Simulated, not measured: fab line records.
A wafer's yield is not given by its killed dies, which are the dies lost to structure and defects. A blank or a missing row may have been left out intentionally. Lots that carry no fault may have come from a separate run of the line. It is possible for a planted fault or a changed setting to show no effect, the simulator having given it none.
Problem report in the 8D (eight disciplines) form, filled by code ; flow berkeleyCmos170 ; the parts of the form that need people (team, actions taken, sign-off) are left out

## 1. THE PROBLEM
PLDD_RS at UCB170_SDANNEAL_RS_MEAS_04 reads a mean of 1063.5 ohm/sq on 9 wafers of 3 lots; wafers without a fault read 1033.0 ohm/sq with a standard deviation of 2.7. Relative to the usual mean, that is a shift of +11 standard deviations.
The step: measures by four-point-probe.
The first sign was on wafer L644.1 at day 11 11:58, on filmMetro-03. Wafers with a number at this step in the record: 45, from 15 lots. By rule, "out" or "out of limits" means more than 4 standard deviations away from the usual mean. Any other wafer with a number is counted as sound.

## 2. WHAT IT IS; WHAT IT IS NOT
question;is;is not
which readings at this step;PLDD_RS;-
which lots;L643, L644, L645;L627, L628, L629, L630, L631, L633, L634, L635, L636, L648, L649, L650
which wafers of those lots;all that have a number;-
read on which gauges;filmMetro-03, filmMetro-04;filmMetro-01
when;from day 11 11:58;"up to then (27 sound wafers); but 9 sound wafers of L648, L649, L650 came after"

## 3. THE SUSPECTS, EACH WITH WHAT RULES IT OUT
Counting: a tool at a process step up to the reading stays a suspect if it ran every lot that is out and no sound lot after the first of them.
- ruled out: the gauge at UCB170_SDANNEAL_RS_MEAS_04. Those wafers that are out were read across 2 gauges (filmMetro-03, filmMetro-04).
- furnace-01 at UCB170_SPACER_ANNEAL_02 (time 1800 s): kept. It ran every lot that is out, first L643 (day 11 05:59), and no sound lot after that.
Remaining after the count: furnace-01 at UCB170_SPACER_ANNEAL_02.

## 4. THE CAUSE (what the simulator had put in)
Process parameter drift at UCB170_SPACER_ANNEAL_02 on furnace-01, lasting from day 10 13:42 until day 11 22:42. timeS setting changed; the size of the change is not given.
Counting left only this tool.

## 5. THE EFFECT CHAIN, in route order
One row per reading whose mean, taken over the struck wafers that have a number, lies over 3 standard deviations from the usual. Readings are gone through only where the record gives a usual standard deviation; hours: the median, over the lots, of the time from a lot's start at the first step in this table giving one to that lot's start at this step; sigmas: the change measured in usual standard deviations.
hours;step;reading;usual;on struck wafers;change;sigmas
0;UCB170_SDANNEAL_RS_MEAS_04;PLDD_RS;1033.0 ohm/sq;1063.5;+30.5;+11
0;UCB170_SDANNEAL_RS_MEAS_05;NLDD_RS;616.2 ohm/sq;620.5;+4.3;+3.3

## 6. HOW IT WOULD HAVE BEEN CAUGHT EARLIER
Counted from the fault's start at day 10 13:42, it took 22 hours until the first out-of-limits reading at a measuring or inspecting step in this record, taken at day 11 11:58.
Of the tool readings at UCB170_SPACER_ANNEAL_02 for which the record gives a usual standard deviation, none was out on any struck wafer, so an alarm limit of 4 standard deviations on them would not have fired.
By day 11 11:58 the whole set of lots that are out, 3 in number, had already begun UCB170_SPACER_ANNEAL_02 on furnace-01. Tool hold at that time: it would have spared none of them.
